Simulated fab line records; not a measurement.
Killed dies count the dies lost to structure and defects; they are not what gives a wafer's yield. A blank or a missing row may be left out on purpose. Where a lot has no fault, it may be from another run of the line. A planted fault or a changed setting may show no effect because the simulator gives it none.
Matching of chambers + flow berkeley-cmos170 + 4 sister chambers for UCB170_M1_ETCH_11 on rie-diel-01
The step etches BARC in N2/H2. 14 wafers are shown with their chamber, then 7 later ones without.

== WAFERS, EACH WITH ITS CHAMBER ==
| wafer  | chamber | throttle-valve-pct (%) | oes-product-au (a.u.) | bias-w (W) |
|--------|---------|------------------------|-----------------------|------------|
| L658.1 | 1       | 13.16                  | 1.007                 | 100.1      |
| L658.5 | 2       | 13.41                  | 0.983                 | 99.9       |
| L658.6 | 3       | 13.21                  | 0.997                 | 100.5      |
| L661.1 | 1       | 13.15                  | 0.997                 | 100.5      |
| L661.2 | 3       | 13.23                  | 0.997                 | 100.1      |
| L661.6 | 3       | 13.23                  | 0.995                 | 100.5      |
| L668.2 | 1       | 13.15                  | 1.001                 | 99.9       |
| L668.3 | 0       | 13.44                  | 0.977                 | 99.9       |
| L668.5 | 2       | 13.41                  | 0.991                 | 100.0      |
| L675.2 | 1       | 13.16                  | 1.005                 | 100.1      |
| L675.4 | 2       | 13.40                  | 0.994                 | 100.1      |
| L675.6 | 3       | 13.24                  | 1.009                 | 100.0      |
| L676.1 | 3       | 13.25                  | 1.010                 | 100.3      |
| L676.4 | 3       | 13.25                  | 1.013                 | 100.2      |

SIGNATURES, as means of the wafers listed above
| reading            | chamber 0 | chamber 1 | chamber 2 | chamber 3 | scatter within a chamber |
|--------------------|-----------|-----------|-----------|-----------|--------------------------|
| throttle-valve-pct | 13.4400   | 13.1550   | 13.4067   | 13.2350   | 0.0115                   |
| oes-product-au     | 0.97700   | 1.00250   | 0.98933   | 1.00350   | 0.00666                  |
| bias-w             | 99.900    | 100.150   | 100.000   | 100.267   | 0.206                    |
Rule: for a wafer and a chamber, the distance is found by dividing, reading by reading, the gap between the wafer's reading and the chamber's mean by the reading's scatter, squaring, summing and taking the root. The wafer belongs to the nearest chamber; if the next one is less than 2 further off, it can't be placed. How the scatter is found: for the shown wafers, subtract from each reading the mean of its chamber, square and add these, divide the total by (wafers less chambers), then take the root.

== WAFERS WHOSE CHAMBER IS MISSING ==
| wafer  | throttle-valve-pct (%) | oes-product-au (a.u.) | bias-w (W) |
|--------|------------------------|-----------------------|------------|
| L676.5 | 13.40                  | 0.992                 | 100.1      |
| L677.2 | 13.38                  | 0.990                 | 99.9       |
| L677.4 | 13.46                  | 1.005                 | 100.1      |
| L677.5 | 13.41                  | 0.987                 | 100.1      |
| L679.1 | 13.15                  | 0.995                 | 99.8       |
| L679.3 | 13.41                  | 0.987                 | 99.9       |
| L679.5 | 13.16                  | 0.991                 | 100.3      |

== WHICH CHAMBER EACH ONE RAN IN ==
| wafer  | from the rows above     | in truth |
|--------|-------------------------|----------|
| L676.5 | 2                       | 2        |
| L677.2 | 2                       | 2        |
| L677.4 | can't be placed: 0 or 2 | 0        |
| L677.5 | 2                       | 2        |
| L679.1 | 1                       | 1        |
| L679.3 | 2                       | 2        |
| L679.5 | 1                       | 1        |
Placed correctly: 6 of 7. Unplaceable from these rows: 1, with the true chamber sitting among the candidates in 1. Wrongly placed: 0.
